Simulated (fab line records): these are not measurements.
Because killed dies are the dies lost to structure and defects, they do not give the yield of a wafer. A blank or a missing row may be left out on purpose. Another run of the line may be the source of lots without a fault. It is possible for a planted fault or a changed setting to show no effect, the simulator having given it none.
Which tool is to blame? | flow berkeley_cmos170 | 14 lots, 42 wafers sampled, at 4 steps of a route of 331

WHAT THE GAUGES READ, wafer by wafer
UCB170_NWELL_OVL_MEAS_12. Usual: NWELL_OVL gives 0 nm (standard deviation 5.8).
lot  | measured    | on         | NWELL_OVL (nm) | flag
L962 | day 2 14:56 | overlay-02 | 7 -3 3         |
L963 | day 3 13:20 | overlay-01 | -12 -3 8       |
L964 | day 3 13:33 | overlay-02 | 3 4 -2         |
L965 | day 3 22:52 | overlay-01 | 3 8 5          |
L966 | day 4 02:10 | overlay-01 | 3 10 13        |
L970 | day 4 09:44 | overlay-02 | -6 -7 1        |
L971 | day 4 15:37 | overlay-02 | 3 1 -2         |
L973 | day 4 23:35 | overlay-02 | -4 -12 -2      |
L977 | day 5 18:13 | overlay-02 | 2 12 7         |
L980 | day 6 10:02 | overlay-01 | 5 -3 -2        |
L981 | day 6 13:05 | overlay-01 | 1 -10 9        |
L982 | day 6 16:34 | overlay-01 | 0 0 1          |
L983 | day 7 00:47 | overlay-02 | 6 2 -4         |
L984 | day 7 03:45 | overlay-02 | -2 3 4         |

UCB170_PWELL_THK_MEAS_03. Usual: PWELL_OXIDE_THK gives 26.2 nm (standard deviation 0.52).
lot  | measured    | on            | PWELL_OXIDE_THK (nm) | flag
L962 | day 3 02:13 | film_metro-04 | 26.2 26.0 26.7       |
L963 | day 4 03:14 | film_metro-01 | 27.0 27.0 26.9       |
L964 | day 4 03:14 | film_metro-03 | 26.2 25.8 26.3       |
L965 | day 4 11:05 | film_metro-04 | 25.9 25.7 26.0       |
L966 | day 4 11:05 | film_metro-03 | 26.2 25.9 25.9       |
L970 | day 4 18:23 | film_metro-01 | 26.4 26.4 26.5       |
L971 | day 5 01:25 | film_metro-01 | 26.9 26.6 26.3       |
L973 | day 5 15:59 | film_metro-01 | 26.8 26.3 26.0       |
L977 | day 6 03:26 | film_metro-04 | 26.0 25.6 25.8       |
L980 | day 6 22:02 | film_metro-04 | 25.7 25.5 26.3       |
L981 | day 6 22:03 | film_metro-03 | 25.4 25.8 25.5       |
L982 | day 7 05:14 | film_metro-03 | 25.9 25.0 26.0       |
L983 | day 7 12:32 | film_metro-04 | 25.9 26.2 26.1       |
L984 | day 7 12:34 | film_metro-03 | 26.4 26.4 26.2       |

UCB170_PVT_TW_MEAS_09. Usual: PVT_TW gives 509 (standard deviation 3.9).
lot  | measured     | on            | PVT_TW      | flag
L962 | day 6 16:55  | film_metro-04 | 506 504 503 |
L963 | day 7 20:50  | film_metro-01 | 511 512 511 |
L964 | day 7 20:05  | film_metro-01 | 512 511 513 |
L965 | day 7 20:14  | film_metro-04 | 503 504 505 |
L966 | day 7 20:46  | film_metro-04 | 505 503 506 |
L970 | day 7 22:05  | film_metro-03 | 510 513 512 |
L971 | day 8 07:32  | film_metro-01 | 511 509 508 |
L973 | day 9 01:42  | film_metro-04 | 502 502 505 |
L977 | day 9 13:15  | film_metro-03 | 512 513 513 |
L980 | day 10 18:53 | film_metro-03 | 512 513 512 |
L981 | day 10 20:15 | film_metro-04 | 503 504 502 |
L982 | day 10 20:09 | film_metro-01 | 513 506 508 |
L983 | day 10 19:57 | film_metro-04 | 506 505 507 |
L984 | day 10 19:54 | film_metro-01 | 509 509 510 |

TOOL THAT RAN EACH LOT (tool first, then ch and the chambers of the sampled wafers, then the start)
lot  | UCB170_PFIELD_IMPLANT_07
L962 | implanter-02 ch 0, day 5 03:58
L963 | implanter-04 ch 0, day 6 09:01
L964 | implanter-03 ch 0, day 6 09:04
L965 | implanter-04 ch 0, day 6 11:10
L966 | implanter-03 ch 0, day 6 12:07
L970 | implanter-02 ch 0, day 6 11:29
L971 | implanter-02 ch 0, day 6 18:51
L973 | implanter-02 ch 0, day 7 13:23
L977 | implanter-03 ch 0, day 8 00:16
L980 | implanter-04 ch 0, day 9 02:12
L981 | implanter-03 ch 0, day 9 01:57
L982 | implanter-03 ch 0, day 9 06:15
L983 | implanter-04 ch 0, day 9 05:58
L984 | implanter-04 ch 0, day 9 06:18
- UCB170_PFIELD_IMPLANT_07

WHAT THE TOOLS THEMSELVES READ (means of the sampled wafers that have a number; where no wafer has one, the mark that the record gives instead)
UCB170_PFIELD_IMPLANT_07. Usual: 80.003 for beam_energy_keV, sd 0.025.
lot  | tool         | beam_energy_keV | flag
L962 | implanter-02 | 80.021          |
L963 | implanter-04 | 80.014          |
L964 | implanter-03 | 80.032          |
L965 | implanter-04 | 80.023          |
L966 | implanter-03 | 80.036          |
L970 | implanter-02 | 80.012          |
L971 | implanter-02 | 87.266          | OFF
L973 | implanter-02 | 87.288          | OFF
L977 | implanter-03 | 80.014          |
L980 | implanter-04 | 79.961          |
L981 | implanter-03 | 79.961          |
L982 | implanter-03 | 79.989          |
L983 | implanter-04 | 80.018          |
L984 | implanter-04 | 79.993          |

THE ANSWER, worked out from the rows above alone
Rule: a lot is off if the mean of its wafers that have a number lies more than 3 standard deviations from the usual mean. Also off: a lot with no number at a reading for which 4 or more lots have one. Where the step has rows for the other lots, those lots are counted as sound. Order of review: gauges by route order, followed by the tools' own readings, for which a lot's mean as printed above is used. The first step at which some lot is off is used, and at that step the reading that is off furthest; a lot without a number counts as furthest.
Off: L971, L973 (UCB170_PFIELD_IMPLANT_07, beam_energy_keV).
If a tool, at that step or one of the process steps before it, ran each lot that is off and ran no sound lot following the first of them, it fits. One fits: UCB170_PFIELD_IMPLANT_07 on implanter-02. Its last sound lot is L970 (day 6 11:29), its first lot that is off L971 (day 6 18:51): a fault that began between those two fits.
On the lots that are off, the tool's own readings at UCB170_PFIELD_IMPLANT_07 differ by more than 5 times the standard deviation of the sound lots' means, which bears it out; beam_energy_keV reads 87.277 there versus 80.006 on the sound lots.

WHAT THE SIMULATOR HAD INSERTED
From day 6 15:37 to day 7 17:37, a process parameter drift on implanter-02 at UCB170_PFIELD_IMPLANT_07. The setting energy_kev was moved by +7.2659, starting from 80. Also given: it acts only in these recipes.
Lots struck among those shown: L971, L973. The rule above reached the same finding.
